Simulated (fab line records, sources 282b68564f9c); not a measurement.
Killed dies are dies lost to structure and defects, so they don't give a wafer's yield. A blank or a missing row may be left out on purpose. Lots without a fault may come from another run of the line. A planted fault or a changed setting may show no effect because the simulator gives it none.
Split-lot experiment | flow rit_cmos | 5 lots, 17 wafers read, on a route of 202 steps

THE SPLIT
At RIT_M1_COAT_04 (resist thk 1300 nm), the setting spin_rpm was moved away from the recipe's 2000 rpm on 4 of the 17 wafers read, by -6.5% to +4.2%. The other wafers ran this setting at the recipe's value.

FROM THE SPLIT TO THE READING: what the file shows between them, 3 steps
- RIT_M1_SOFTBAKE_05: time 60 s
- RIT_M1_EXPOSE_06: exposes mask M12, target cd 2600 nm
- RIT_M1_HARDBAKE_11: time 120 s

THE READING
NOVOLAK_of_M1_COAT_04.thk_nm (the simulator's own value, which no gauge read), in nm, at RIT_M1_METAL_ETCH_12 (etches Al in Cl2/BCl3, stops on SiO2, time 165 s, target depth 600 nm). The file gives no usual value for it. The 13 wafers here that ran the recipe average 807.5 nm, standard deviation 7.7 nm.

wafer  | tool, chamber at the split | spin_rpm as run, rpm | against the recipe | NOVOLAK_of_M1_COAT_04.thk_nm, nm | against lot-mates on the recipe
L076.1 | litho_track-02, 0          | 2084                 | +4.2%              | 782.7                            | -20.8
L076.2 | litho_track-02, 0          | 2000                 | recipe             | 803.5                            | -
L077.1 | litho_track-03, 0          | 2000                 | recipe             | 812.7                            | -
L077.3 | litho_track-03, 0          | 2000                 | recipe             | 811                              | -
L077.4 | litho_track-03, 0          | 2000                 | recipe             | 817.6                            | -
L077.5 | litho_track-03, 0          | 2000                 | recipe             | 814.1                            | -
L077.6 | litho_track-03, 0          | 2000                 | recipe             | 813.4                            | -
L080.2 | litho_track-04, 0          | 2000                 | recipe             | 812.8                            | -
L080.3 | litho_track-04, 0          | 2000                 | recipe             | 813.8                            | -
L080.4 | litho_track-04, 0          | 1871                 | -6.5%              | 847.5                            | +36.0
L080.5 | litho_track-04, 0          | 2000                 | recipe             | 807.9                            | -
L080.6 | litho_track-04, 0          | 1871                 | -6.5%              | 845.4                            | +33.9
L082.1 | litho_track-04, 0          | 2000                 | recipe             | 794.8                            | -
L082.2 | litho_track-04, 0          | 1913                 | -4.3%              | 833.7                            | +38.9
L085.1 | litho_track-02, 0          | 2000                 | recipe             | 803.3                            | -
L085.3 | litho_track-02, 0          | 2000                 | recipe             | 800.7                            | -
L085.4 | litho_track-02, 0          | 2000                 | recipe             | 791.8                            | -

THE FIT
A straight line over all 17 wafers: NOVOLAK_of_M1_COAT_04.thk_nm changes by -6.01 nm for each +1% of spin_rpm; r = -0.91; the points scatter about the line by 7.2 nm.
The same after taking each lot's own level away (the mean of its wafers on the recipe; 17 wafers): -5.83 nm for each +1%; r = -0.96; scatter 4.6 nm.
On that fit, the largest move of spin_rpm shifts the reading by 38 nm.
The lots' own levels span 794.80 to 813.76 nm, that is 2.5 times the standard deviation above.
So the lot-to-lot level changes the slope little: the two slopes agree.
Check: with one of the wafers moved furthest among these (-6.5%) left out of the fit, the line predicts +39.6 nm for it against its lot-mates. It came out at +36 nm against them.

OTHER SPLITS ON THESE WAFERS
These wafers also went through other splits before the reading. Each is held against what the fit with the lots' levels taken away leaves over:
other split on the same wafers | wafers away from the commonest value | r with NOVOLAK_of_M1_COAT_04.thk_nm (lot level and that fit taken away)
RIT_M1_SPUTTER_00 power_w      | 0                                    | -

THE WHOLE CHAIN: every reading that the file lists as answering this split, in the file's order
step                 | what it does                                                          | reading                                                                       | change (the file's fit)              | r (the file's)
RIT_M1_COAT_04       | resist thk 1300 nm                                                    | NOVOLAK_of_M1_COAT_04.thk_nm (the simulator's own value, which no gauge read) | -7.24 nm for each +1% of the setting | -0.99
RIT_M1_HARDBAKE_11   | time 120 s                                                            | NOVOLAK_of_M1_COAT_04.thk_nm (the simulator's own value, which no gauge read) | -6.23 nm for each +1% of the setting | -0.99
RIT_M1_METAL_ETCH_12 | etches Al in Cl2/BCl3, stops on SiO2, time 165 s, target depth 600 nm | NOVOLAK_of_M1_COAT_04.thk_nm (the simulator's own value, which no gauge read) | -5.85 nm for each +1% of the setting | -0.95

THE FILE'S OWN FIT
NOVOLAK_of_M1_COAT_04.thk_nm changes by -5.85 nm for each +1% of spin_rpm, r = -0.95.
